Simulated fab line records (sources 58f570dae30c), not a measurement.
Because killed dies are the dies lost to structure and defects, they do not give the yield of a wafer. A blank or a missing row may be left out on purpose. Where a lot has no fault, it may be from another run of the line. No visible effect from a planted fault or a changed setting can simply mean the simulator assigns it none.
Which tool is to blame? ; flow berkeleyCmos170 ; 7 lots, 21 wafers sampled, at 2 steps of a route of 331

== WHAT EACH GAUGE READ, for each wafer ==
UCB170_NSD_CD_MEAS_06: target cd 1200 nm.
lot;measured;on;cdNm (nm)
L628;day 6 19:23;cdSem-01;1199.3 1199.9 1199.1
L630;day 7 07:40;cdSem-01;- - -
L632;day 8 09:35;cdSem-01;- - -
L640;day 9 18:47;cdSem-02;1199.5 1197.8 1197.2
L643;day 10 03:35;cdSem-02;1200.3 1200.3 1200.1
L645;day 10 17:49;cdSem-01;1198.0 1200.0 1200.6
L647;day 10 18:04;cdSem-01;1199.4 1198.3 1198.7

== WHICH TOOL RAN EACH LOT (tool, then ch and the chambers of the sampled wafers, then the start) ==
lot;UCB170_NSD_COAT_01
L628;lithoTrack-03 ch 0, day 6 18:18
L630;lithoTrack-01, day 7 05:44
L632;lithoTrack-03, day 8 08:07
L640;lithoTrack-02 ch 0, day 9 17:47
L643;lithoTrack-01 ch 0, day 10 02:46
L645;lithoTrack-01 ch 0, day 10 16:44
L647;lithoTrack-01 ch 0, day 10 17:10
- UCB170_NSD_COAT_01: resist thk 900 nm.

== THE ANSWER, worked out from the rows above alone ==
Rule: the usual values come from the lots themselves. Put in order of their means at a reading, lots are off if they are a third of the lots or fewer, leave a main group of 4 or more, and stand apart from it by a gap of 3 or more times the standard deviation of the main group's means; of several such gaps the widest counts. The tables above print the reading to a certain number of digits; a main group whose means all agree to those digits is not used. Also off: a lot with no number at a reading for which 4 or more lots have one. Where the step has rows for the other lots, those lots are counted as sound.
Off: L630, L632, at UCB170_NSD_CD_MEAS_06 (cdNm). Without a number there: L630, L632. The main group has a mean of 1199.2 nm with a standard deviation of 0.7.
If a tool, at a process step before that reading, ran all the lots that are off and no sound lot after the first of them, it fits. Gauges at UCB170_NSD_CD_MEAS_06: tried the same way as those tools. Of those tried, none fits.

== WHAT THE SIMULATOR HAD INSERTED ==
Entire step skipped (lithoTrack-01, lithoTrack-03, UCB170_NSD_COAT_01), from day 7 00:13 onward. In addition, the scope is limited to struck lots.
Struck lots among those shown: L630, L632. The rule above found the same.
